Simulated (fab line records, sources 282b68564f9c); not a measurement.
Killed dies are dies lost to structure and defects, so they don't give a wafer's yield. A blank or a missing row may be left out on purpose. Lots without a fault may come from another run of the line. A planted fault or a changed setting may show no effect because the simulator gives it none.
fab line records | flow rit_cmos
record lots=15 wafers=45 last_day=7
route steps=202 shown M1@184
lots that met no fault: from a run of the same line without faults
start_h: hours from the record's first day to the start of the lot's first wafer shown | wait_h: hours since the lot's step before | " the same as in the row above | L1.1+2: a row that stands for several wafers | - no value, or no start given | * or withheld: withheld | < > ~ a bound
route shown NAME@n: a module of which the file shows steps, and the number in the route of the first | usual: mean/standard deviation of fault-free wafers | same: alike in all rows | chamber/n: place in a boat | sites: the reading at each site | _std_site: their standard deviation | _edge_site: outer sites' mean less inner sites' | radius_mm: how far each site lies from the wafer's centre | mask NAME#n: copy n | behind: the tool/chamber that last shaped the wafer | hold: why the lot was held/for how many hours/how that ended | device: the transistor (n, p or np) that didn't switch | end of line: the same wafers' tests at the end of the route | a step without rows: its recipe alone | killed: dies lost to structure and defects at the first sort, not the wafer's yield | map: a wafer's dies, x killed, . not, _ none there
set.NAME: the setting as run; set.NAME@STEP: as run at that earlier step | model.NAME: the simulator's own value behind a step, which no gauge read
steps of the route over a sample of lots; a table a step, a row a wafer
services: from which hour (start_h, from the record's first day; less than 0 if before it) a tool's chamber was out of use, for how many hours, and why
## steps
# step RIT_M1_SPUTTER_00
# recipe material=Al target_thk_nm=400 power_w=2000 chamber_pressure_pa=0.4 gas=Ar time_s=500 substrate_temp_c=25
# usual cathode_dc_power_W=2000.0/0.39 throttle_valve_pct=29.9/0.89
# columns lot.wafer tool chamber start_h wait_h cathode_dc_power_W throttle_valve_pct
L965.1 pvd_sputter-04 - 57.23 0.0 2000.0 31.5
L965.3 " - " " 2000.4 29.5
L965.6 " - " " 1999.3 31.2
L966.1 pvd_sputter-01 - 59.89 0.0 2000.2 29.1
L966.3 " - " " 2000.5 31.3
L966.6 " - " " 1999.5 28.5
L969.1 pvd_sputter-04 - 75.77 0.0 1999.9 31.2
L969.4 " - " " 1999.8 29.9
L969.5 " - " " 2000.0 29.1
L970.1 pvd_sputter-01 - 80.07 0.0 2000.7 28.5
L970.4 " - " " 2000.4 30.4
L970.5 " - " " 1999.3 30.7
L971.1 pvd_sputter-04 - 84.73 0.0 1999.5 29.6
L971.5 " - " " 2000.2 29.5
L971.6 " - " " 1999.9 30.3
L972.1 pvd_sputter-01 - 88.55 0.0 1999.9 28.7
L972.4 " - " " 2000.0 28.5
L972.5 " - " " 2000.3 28.8
L973.3 pvd_sputter-04 - 97.32 0.0 2000.4 30.0
L973.4 " - " " 1999.9 29.6
L973.6 " - " " 1999.9 29.8
L973.3 pvd_sputter-04 - 97.78 0.3 2000.2 30.0
L973.4 " - " " 2000.2 29.7
L973.6 " - " " 1999.8 29.6
L975.2 pvd_sputter-04 - 107.96 0.0 2000.1 31.4
L975.3 " - " " 2000.1 29.4
L975.6 " - " " 1999.9 31.3
L976.2 pvd_sputter-02 - 110.28 0.0 1999.9 29.2
L976.3 " - " " 1999.7 29.8
L976.5 " - " " 1999.3 30.6
L976.2 pvd_sputter-02 - 110.74 0.3 2000.2 29.2
L976.3 " - " " 1999.8 29.8
L976.5 " - " " 2000.3 30.7
L980.3 pvd_sputter-01 - 131.15 0.0 2000.8 28.7
L980.4 " - " " 1999.8 28.3
L980.5 " - " " 2000.2 28.6
L980.3 pvd_sputter-01 - 131.61 0.3 1999.9 28.6
L980.4 " - " " 1999.4 28.4
L980.5 " - " " 1999.8 28.8
L981.1 pvd_sputter-04 - 136.71 0.0 2000.3 28.9
L981.4 " - " " 2000.3 31.3
L981.6 " - " " 2000.0 31.1
L984.4 pvd_sputter-01 - 150.43 0.0 1999.7 28.4
L984.5 " - " " 2000.2 28.6
L984.6 " - " " 1999.9 30.4
L985.1 pvd_sputter-04 - 158.02 0.0 2000.1 29.0
L985.3 " - " " 1999.8 31.0
L985.6 " - " " 2000.6 29.6
L986.1 pvd_sputter-01 - 159.67 0.0 1999.4 28.6
L986.4 " - " " 1999.8 30.5
L986.6 " - " " 2001.0 30.0
L987.4 pvd_sputter-04 - 169.77 0.0 1999.9 29.8
L987.5 " - " " 1999.6 28.5
L987.6 " - " " 1999.2 31.2
# step RIT_M1_RS_MEAS_01
# recipe thk_meas_gauge=four-point-probe reads=Al_of_M1_SPUTTER_00
# usual M1_AL_RS=0.0729/0.00083
# columns lot.wafer tool chamber start_h wait_h M1_AL_RS[ohm/sq]
L965.1 film_metro-02 - 57.52 0.1 0.0737
L965.3 " - " " 0.0724
L965.6 " - " " 0.0728
L966.1 film_metro-02 - 60.18 0.1 0.0734
L966.3 " - " " 0.0729
L966.6 " - " " 0.0734
L969.1 film_metro-01 - 76.07 0.1 0.0736
L969.4 " - " " 0.0725
L969.5 " - " " 0.0723
L970.1 film_metro-04 - 80.37 0.1 0.0738
L970.4 " - " " 0.0740
L970.5 " - " " 0.0738
L971.1 film_metro-01 - 85.03 0.1 0.0715
L971.5 " - " " 0.0723
L971.6 " - " " 0.0738
L972.1 film_metro-04 - 88.84 0.1 0.0747
L972.4 " - " " 0.0736
L972.5 " - " " 0.0739
L973.3 film_metro-04 - 98.11 0.2 0.0364
L973.4 " - " " 0.0360
L973.6 " - " " 0.0358
L975.2 film_metro-02 - 108.27 0.2 0.0732
L975.3 " - " " 0.0716
L975.6 " - " " 0.0730
L976.2 film_metro-04 - 111.05 0.2 0.0360
L976.3 " - " " 0.0361
L976.5 " - " " 0.0357
L980.3 film_metro-04 - 131.95 0.2 0.0369
L980.4 " - " " 0.0363
L980.5 " - " " 0.0367
L981.1 film_metro-02 - 137.00 0.1 0.0722
L981.4 " - " " 0.0732
L981.6 " - " " 0.0731
L984.4 film_metro-01 - 150.79 0.2 0.0737
L984.5 " - " " 0.0739
L984.6 " - " " 0.0732
L985.1 film_metro-01 - 158.31 0.1 0.0717
L985.3 " - " " 0.0714
L985.6 " - " " 0.0704
L986.1 film_metro-02 - 159.96 0.1 0.0739
L986.4 " - " " 0.0738
L986.6 " - " " 0.0739
L987.4 film_metro-04 - 170.12 0.2 0.0718
L987.5 " - " " 0.0723
L987.6 " - " " 0.0726
# step RIT_M1_THK_MEAS_02
# recipe thk_meas_gauge=xrf reads=Al_of_M1_SPUTTER_00
# usual M1_AL_THK=401/6
# columns lot.wafer tool chamber start_h wait_h M1_AL_THK[nm]
L965.1 film_metro-02 - 57.64 0.1 399
L965.3 " - " " 405
L965.6 " - " " 405
L966.1 film_metro-02 - 60.30 0.1 401
L966.3 " - " " 401
L966.6 " - " " 399
L969.1 film_metro-01 - 76.19 0.1 393
L969.4 " - " " 399
L969.5 " - " " 399
L970.1 film_metro-04 - 80.49 0.1 395
L970.4 " - " " 394
L970.5 " - " " 394
L971.1 film_metro-01 - 85.15 0.1 402
L971.5 " - " " 400
L971.6 " - " " 391
L972.1 film_metro-04 - 88.96 0.1 391
L972.4 " - " " 396
L972.5 " - " " 394
L973.3 film_metro-04 - 98.30 0.2 787
L973.4 " - " " 801
L973.6 " - " " 798
L975.2 film_metro-02 - 108.38 0.1 400
L975.3 " - " " 410
L975.6 " - " " 401
L976.2 film_metro-04 - 111.16 0.1 797
L976.3 " - " " 801
L976.5 " - " " 804
L980.3 film_metro-04 - 132.05 0.1 782
L980.4 " - " " 790
L980.5 " - " " 781
L981.1 film_metro-02 - 137.12 0.1 412
L981.4 " - " " 404
L981.6 " - " " 404
L984.4 film_metro-01 - 150.88 0.1 395
L984.5 " - " " 392
L984.6 " - " " 398
L985.1 film_metro-01 - 158.43 0.1 407
L985.3 " - " " 408
L985.6 " - " " 414
L986.1 film_metro-02 - 160.08 0.1 399
L986.4 " - " " 398
L986.6 " - " " 398
L987.4 film_metro-04 - 170.21 0.1 404
L987.5 " - " " 401
L987.6 " - " " 400
# step RIT_M1_PROBE_99
# usual defect_limited_yield=97.4/1.2 killed_at_M0_to_M3=0.0/0.18 killed_at_contacts=0.1/0.32 killed_at_front_end=7/3 killed_dies=7/3.1 killed_on_rim=1.9/1.5 killed_open=3.3/1.8 killed_short=3.6/2 sort_bin_3_pad_short=0.1/0.22 sort_bin_5_function=1.4/0.84 sort_bin_6_memory=1.0/0.67 sort_n_pass=257/3.1 sort_yield_pct=97.4/1.2
# same gross_dies=264 killed_at_M4_up=0 killed_at_back_side=0 killed_at_other=0
# columns lot.wafer tool chamber start_h wait_h defect_limited_yield[%] killed_at_M0_to_M3 killed_at_contacts killed_at_front_end killed_dies killed_on_rim killed_open killed_short sort_bin_3_pad_short[%] sort_bin_5_function[%] sort_bin_6_memory[%] sort_n_pass sort_yield_pct[%]
L966.1 prober-02 - 63.92 0.1 98.5 0 0 4 4 0 3 1 0 0.8 0.8 260 98.5
L966.3 prober-02 - 64.02 0.2 96.2 0 0 10 10 6 3 7 0 2.7 1.1 254 96.2
L966.6 prober-02 - 64.17 0.2 96.2 0 0 10 10 1 5 5 0 2.3 1.5 254 96.2
L969.1 prober-01 - 79.79 0.1 96.2 0 0 10 10 2 3 7 0.8 2.3 0.8 254 96.2
L969.4 prober-01 - 79.94 0.2 95.1 0 0 13 13 3 6 7 0 3.8 1.1 251 95.1
L969.5 prober-01 - 79.99 0.2 97.0 0 0 8 8 2 6 2 0.4 1.5 1.1 256 97.0
L970.1 prober-02 - 84.45 0.1 98.1 0 0 5 5 0 2 3 0 1.1 0.8 259 98.1
L970.4 prober-02 - 84.60 0.2 99.6 0 1 0 1 0 0 1 0 0.4 0 263 99.6
L970.5 prober-02 - 84.65 0.2 97.3 0 0 7 7 2 5 2 0 1.5 1.1 257 97.3
L973.3 prober-01 - 102.56 0.2 0 261 0 3 264 70 2 1 0 99.6 0.4 0 0
L973.4 prober-01 - 102.61 0.2 0 256 0 8 264 70 5 3 0 99.2 0.8 0 0
L973.6 prober-01 - 102.71 0.2 0 255 0 9 264 70 5 4 0 98.5 1.5 0 0
L975.2 prober-01 - 112.32 0.1 97.3 0 0 7 7 2 2 5 0 1.9 0.8 257 97.3
L975.3 prober-01 - 112.37 0.2 97.0 0 0 8 8 2 5 3 0.4 1.5 1.1 256 97.0
L975.6 prober-01 - 112.52 0.2 97.3 0 0 7 7 1 2 5 0.4 0.8 1.5 257 97.3
L976.2 prober-02 - 115.03 0.1 0 259 0 5 264 70 3 2 0 98.1 1.9 0 0
L976.3 prober-02 - 115.08 0.2 0 259 1 4 264 70 4 1 0 98.5 1.5 0 0
L976.5 prober-02 - 115.18 0.2 0 258 0 6 264 70 3 3 0 98.1 1.9 0 0
L980.3 prober-02 - 135.97 0.2 0 253 0 11 264 70 8 3 0 98.9 1.1 0 0
L980.4 prober-02 - 136.02 0.2 0 258 0 6 264 70 4 2 0 98.9 1.1 0 0
L980.5 prober-02 - 136.07 0.2 0 261 0 3 264 70 2 1 0 99.6 0.4 0 0
L981.4 prober-01 - 140.88 0.2 98.5 0 0 4 4 1 2 2 0 1.1 0.4 260 98.5
L981.6 prober-01 - 140.98 0.2 97.7 0 0 6 6 2 5 1 0 1.9 0.4 258 97.7
L985.1 prober-01 - 162.37 0.1 97.7 0 0 6 6 2 4 2 0.4 1.5 0.4 258 97.7
L985.3 prober-01 - 162.47 0.2 98.5 0 0 4 4 1 3 1 0 0.8 0.8 260 98.5
L985.6 prober-01 - 162.62 0.2 99.2 0 0 2 2 0 1 1 0.4 0.4 0 262 99.2
L986.1 prober-02 - 163.87 0.1 97.3 0 2 5 7 0 3 3 0 1.9 0.8 257 97.3
L986.4 prober-02 - 164.02 0.2 97.0 0 0 8 8 1 3 5 0.4 1.5 1.1 256 97.0
L986.6 prober-02 - 164.12 0.2 97.0 0 0 8 8 2 3 5 0.4 0.8 1.9 256 97.0
L987.4 prober-01 - 174.29 0.2 97.3 0 0 7 7 3 2 4 0.8 1.1 0.8 257 97.3
L987.5 prober-01 - 174.34 0.2 96.6 0 0 9 9 1 5 4 0.8 0.8 1.9 255 96.6
L987.6 prober-01 - 174.39 0.2 97.7 0 0 6 6 3 4 2 0.4 1.1 0.8 258 97.7
# killed by level:class
L966.1 SPACER:geometric_particle:open=2 FOX1:geometric_particle:open=1 SPACER:geometric_particle:short=1
L966.3 GATE:geometric_particle:short=3 SPACER:geometric_particle:short=2 FOX1:geometric_particle:open=1 FOX1:geometric_particle:short=1 GATE:geometric_particle:open=1 REOX:geometric_particle:short=1 SILICIDE:geometric_particle:open=1
L966.6 GATE:geometric_particle:short=3 FOX1:geometric_particle:open=2 GATE:geometric_particle:open=1 REOX:geometric_particle:short=1 SPACER:geometric_particle:open=1 SILICIDE:geometric_particle:open=1 SILICIDE:geometric_particle:short=1
L969.1 GATE:geometric_particle:open=2 GATE:geometric_particle:short=2 REOX:geometric_particle:short=2 FOX2:geometric_particle:short=1 REOX:geometric_particle:open=1 SPACER:geometric_particle:short=1 SILICIDE:geometric_particle:short=1
L969.4 GATE:geometric_particle:open=4 FOX2:geometric_particle:short=3 GATE:geometric_particle:short=3 FOX1:geometric_particle:open=1 FOX2:geometric_particle:open=1 SPACER:geometric_particle:short=1
L969.5 FOX1:geometric_particle:open=3 REOX:geometric_particle:open=2 FOX2:geometric_particle:open=1 FOX2:geometric_particle:short=1 SPACER:geometric_particle:short=1
L970.1 FOX1:geometric_particle:short=1 REOX:geometric_particle:open=1 REOX:geometric_particle:short=1 SPACER:geometric_particle:open=1 SPACER:geometric_particle:short=1
L970.4 CONTACT:geometric_particle:short=1
L970.5 GATE:geometric_particle:open=3 FOX1:geometric_particle:open=1 FOX1:geometric_particle:short=1 GATE:geometric_particle:short=1 REOX:geometric_particle:open=1
L973.3 M1:area_etch=261 GATE:geometric_particle:open=1 REOX:geometric_particle:open=1 SILICIDE:geometric_particle:short=1
L973.4 M1:area_etch=256 GATE:geometric_particle:open=3 FOX1:geometric_particle:short=2 FOX1:geometric_particle:open=2 REOX:geometric_particle:short=1
L973.6 M1:area_etch=255 GATE:geometric_particle:open=4 SILICIDE:geometric_particle:short=3 GATE:geometric_particle:short=1 SILICIDE:geometric_particle:open=1
L975.2 REOX:geometric_particle:short=3 GATE:geometric_particle:short=1 GATE:geometric_particle:open=1 REOX:geometric_particle:open=1 SILICIDE:geometric_particle:short=1
L975.3 GATE:geometric_particle:open=3 REOX:geometric_particle:short=2 FOX1:geometric_particle:open=1 GATE:geometric_particle:short=1 REOX:geometric_particle:open=1
L975.6 GATE:geometric_particle:short=3 FOX1:geometric_particle:short=1 SPACER:geometric_particle:short=1 SPACER:geometric_particle:open=1 SILICIDE:geometric_particle:open=1
L976.2 M1:area_etch=259 GATE:geometric_particle:open=2 SPACER:geometric_particle:short=1 SILICIDE:geometric_particle:open=1 SILICIDE:geometric_particle:short=1
L976.3 M1:area_etch=259 GATE:geometric_particle:open=2 FOX1:geometric_particle:open=1 GATE:geometric_particle:short=1 CONTACT:geometric_particle:open=1
L976.5 M1:area_etch=258 GATE:geometric_particle:open=2 FOX1:geometric_particle:short=1 FOX1:geometric_particle:open=1 GATE:geometric_particle:short=1 SILICIDE:geometric_particle:short=1
L980.3 M1:area_etch=253 SILICIDE:geometric_particle:open=5 SILICIDE:geometric_particle:short=2 FOX1:geometric_particle:open=1 FOX2:geometric_particle:open=1 GATE:geometric_particle:open=1 SPACER:geometric_particle:short=1
L980.4 M1:area_etch=258 REOX:geometric_particle:open=2 FOX1:geometric_particle:open=1 FOX1:geometric_particle:short=1 GATE:geometric_particle:short=1 SPACER:geometric_particle:open=1
L980.5 M1:area_etch=261 FOX1:geometric_particle:open=1 GATE:geometric_particle:short=1 SPACER:geometric_particle:open=1
L981.4 FOX1:geometric_particle:open=1 FOX2:geometric_particle:short=1 GATE:geometric_particle:open=1 GATE:geometric_particle:short=1
L981.6 SPACER:geometric_particle:open=3 GATE:geometric_particle:open=1 REOX:geometric_particle:short=1 SILICIDE:geometric_particle:open=1
L985.1 GATE:geometric_particle:open=3 FOX1:geometric_particle:open=1 FOX1:geometric_particle:short=1 REOX:geometric_particle:short=1
L985.3 GATE:geometric_particle:open=2 REOX:geometric_particle:open=1 REOX:geometric_particle:short=1
L985.6 GATE:geometric_particle:open=1 SPACER:geometric_particle:short=1
L986.1 GATE:geometric_particle:open=2 FOX1:geometric_particle:short=1 SPACER:geometric_particle:open=1 SILICIDE:geometric_particle:short=1 CONTACT:geometric_particle:short=1 CONTACT:coat_microbubble_printed=1
L986.4 GATE:geometric_particle:short=3 FOX1:geometric_particle:short=2 FOX1:geometric_particle:open=1 GATE:geometric_particle:open=1 REOX:geometric_particle:open=1
L986.6 GATE:geometric_particle:short=3 FOX1:geometric_particle:short=1 GATE:geometric_particle:open=1 REOX:geometric_particle:open=1 SPACER:geometric_particle:short=1 SILICIDE:geometric_particle:open=1
L987.4 SPACER:geometric_particle:short=3 ACTIVE:geometric_particle:open=1 FOX1:geometric_particle:short=1 GATE:geometric_particle:open=1 PRETRO:coat_microbubble_printed=1
L987.5 REOX:geometric_particle:open=3 FOX1:geometric_particle:short=1 FOX1:geometric_particle:open=1 FOX2:geometric_particle:short=1 GATE:geometric_particle:short=1 GATE:geometric_particle:open=1 REOX:geometric_particle:short=1
L987.6 SPACER:geometric_particle:open=2 FOX1:geometric_particle:open=1 FOX1:geometric_particle:short=1 GATE:geometric_particle:short=1 SILICIDE:geometric_particle:open=1
## services
# columns tool chamber start_h hours kind
pvd_sputter-02 - 69.07 2.4 repair
pvd_sputter-02 - 94.72 1.7 repair
## key
first_sign step=RIT_M1_SPUTTER_00 reading=visit direction=added
effect step=RIT_M1_RS_MEAS_01 reading=M1_AL_RS direction=down sigmas=44 usual=0.0729 struck=0.0362
effect step=RIT_M1_THK_MEAS_02 reading=M1_AL_THK direction=up sigmas=66 usual=401 struck=794
effect step=RIT_M1_PROBE_99 reading=killed_at_M0_to_M3 direction=up sigmas=99+ usual=0.0 struck=257.8
more_kills_born_at RIT_M1_METAL_ETCH_12@rie_metal-02=1548 RIT_M1_METAL_ETCH_12@rie_metal-03=772
met_at RIT_M1_SPUTTER_00
struck_lots L973,L976,L980
later_rows_left_out L973.3,L973.4,L973.6,L976.2,L976.3,L976.5,L980.3,L980.4,L980.5
fault kind=repeated_step_whole tool=pvd_sputter-01,pvd_sputter-02,pvd_sputter-04 chamber=- onset_h=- steps=RIT_M1_SPUTTER_00 times=1 scope=struck_lots_only
# later_rows_left_out: the simulator's readings of these wafers behind a module that went badly wrong aren't trusted and aren't shown, but for the sort
